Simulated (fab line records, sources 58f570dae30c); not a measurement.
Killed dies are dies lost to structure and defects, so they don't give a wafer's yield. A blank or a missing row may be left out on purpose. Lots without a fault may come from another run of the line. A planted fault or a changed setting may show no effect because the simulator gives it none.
Which tool did it? | flow berkeley_cmos170 | 14 lots, 42 wafers sampled, at 3 steps of a route of 331

WHAT THE GAUGES READ, wafer by wafer
UCB170_M2_CD_MEAS_90: target cd 700 nm.
lot  | measured     | on        | cd_nm (nm)
L984 | day 7 11:02  | cd_sem-02 | 699 699 700
L985 | day 7 13:10  | cd_sem-02 | 705 702 702
L983 | day 7 13:24  | cd_sem-02 | 703 702 708
L982 | day 7 13:32  | cd_sem-02 | 696 694 701
L988 | day 8 06:59  | cd_sem-01 | 701 697 701
L990 | day 8 16:10  | cd_sem-02 | 694 698 696
L993 | day 9 06:34  | cd_sem-01 | 706 703 707
L997 | day 10 17:46 | cd_sem-01 | 702 698 701
L100 | day 10 22:11 | cd_sem-01 | 700 699 702
L103 | day 11 11:08 | cd_sem-01 | 699 699 701
L101 | day 11 15:40 | cd_sem-01 | 706 701 698
L102 | day 11 16:04 | cd_sem-02 | 702 704 705
L104 | day 11 18:23 | cd_sem-01 | 701 699 698
L105 | day 12 08:11 | cd_sem-02 | 707 705 707

UCB170_M3_RS_MEAS_02: measures by four-point-probe.
lot  | measured     | on            | M3_AL_RS (ohm/sq)
L984 | day 7 13:55  | film_metro-04 | 0.0320 0.0319 0.0319
L985 | day 7 15:58  | film_metro-04 | 0.0315 0.0318 0.0317
L983 | day 7 16:04  | film_metro-03 | 0.0317 0.0319 0.0318
L982 | day 7 16:22  | film_metro-04 | 0.0324 0.0329 0.0325
L988 | day 8 09:47  | film_metro-03 | 0.0326 0.0328 0.0325
L990 | day 8 19:22  | film_metro-03 | 0.0324 0.0325 0.0325
L993 | day 9 09:14  | film_metro-03 | 0.0328 0.0328 0.0326
L997 | day 10 20:31 | film_metro-03 | 0.0320 0.0321 0.0320
L100 | day 11 00:58 | film_metro-02 | 0.0323 0.0322 0.0320
L103 | day 11 13:52 | film_metro-04 | 0.0325 0.0324 0.0324
L101 | day 11 18:12 | film_metro-02 | 0.0322 0.0323 0.0322
L102 | day 11 18:49 | film_metro-02 | 0.0324 0.0325 0.0326
L104 | day 11 21:26 | film_metro-03 | 0.0320 0.0319 0.0318
L105 | day 12 10:55 | film_metro-03 | 0.0328 0.0329 0.0326

WHICH TOOL RAN EACH LOT (tool, then ch and the chambers of the sampled wafers, then the start)
lot  | UCB170_V2_CVD_00
L984 | pecvd-02 ch 0,1,2, day 7 11:10
L985 | pecvd-04 ch 1,2, day 7 13:17
L983 | pecvd-02 ch 1,2, day 7 13:31
L982 | pecvd-01 ch 0,2, day 7 13:38
L988 | pecvd-01 ch 0,2, day 8 07:04
L990 | pecvd-01 ch 0,2, day 8 16:16
L993 | pecvd-04 ch 1,2, day 9 06:40
L997 | pecvd-01 ch 1,2, day 10 17:53
L100 | pecvd-01 ch 0,1,2, day 10 22:17
L103 | pecvd-01 ch 0,1,2, day 11 11:13
L101 | pecvd-04 ch 0,2, day 11 15:44
L102 | pecvd-01 ch 0,2, day 11 16:11
L104 | pecvd-02 ch 0,1,2, day 11 18:31
L105 | pecvd-04 ch 1,2, day 12 08:18
- UCB170_V2_CVD_00: deposits SiO2 from TEOS/O2, target thk 2000 nm, time 250 s.

WHAT THE TOOLS THEMSELVES READ (means of the sampled wafers that have a number; where no wafer has one, the mark that the record gives instead)
UCB170_V2_CVD_00.
lot  | tool     | heater_power_w (W)
L984 | pecvd-02 | 287
L985 | pecvd-04 | 287
L983 | pecvd-02 | 311
L982 | pecvd-01 | 247
L988 | pecvd-01 | 267
L990 | pecvd-01 | 257
L993 | pecvd-04 | 308
L997 | pecvd-01 | 189
L100 | pecvd-01 | 205
L103 | pecvd-01 | 233
L101 | pecvd-04 | 283
L102 | pecvd-01 | 243
L104 | pecvd-02 | 256
L105 | pecvd-04 | 314

THE ANSWER, worked out from the rows above alone
Rule: what is usual is taken from the lots themselves. Put in order of their means at a reading, lots are off if they are a third of the lots or fewer, leave a main group of 4 or more, and stand apart from it by a gap of 3 or more times the standard deviation of the main group's means; of several such gaps the widest counts. A main group whose means are all the same, to the digits that the tables above print for the reading, isn't used. A lot without any number at a reading at which 4 lots or more have one is off too. The other lots that the step has rows for count as sound. The gauges are gone through in route order, then the tools' own readings, and for those a lot's mean is taken as printed above. The first step at which some lot is off is used, and at that step the reading that is off furthest; a lot without a number counts as furthest.
No lot is off at any reading shown: from this, nothing can be told.

WHAT THE SIMULATOR HAD PUT IN
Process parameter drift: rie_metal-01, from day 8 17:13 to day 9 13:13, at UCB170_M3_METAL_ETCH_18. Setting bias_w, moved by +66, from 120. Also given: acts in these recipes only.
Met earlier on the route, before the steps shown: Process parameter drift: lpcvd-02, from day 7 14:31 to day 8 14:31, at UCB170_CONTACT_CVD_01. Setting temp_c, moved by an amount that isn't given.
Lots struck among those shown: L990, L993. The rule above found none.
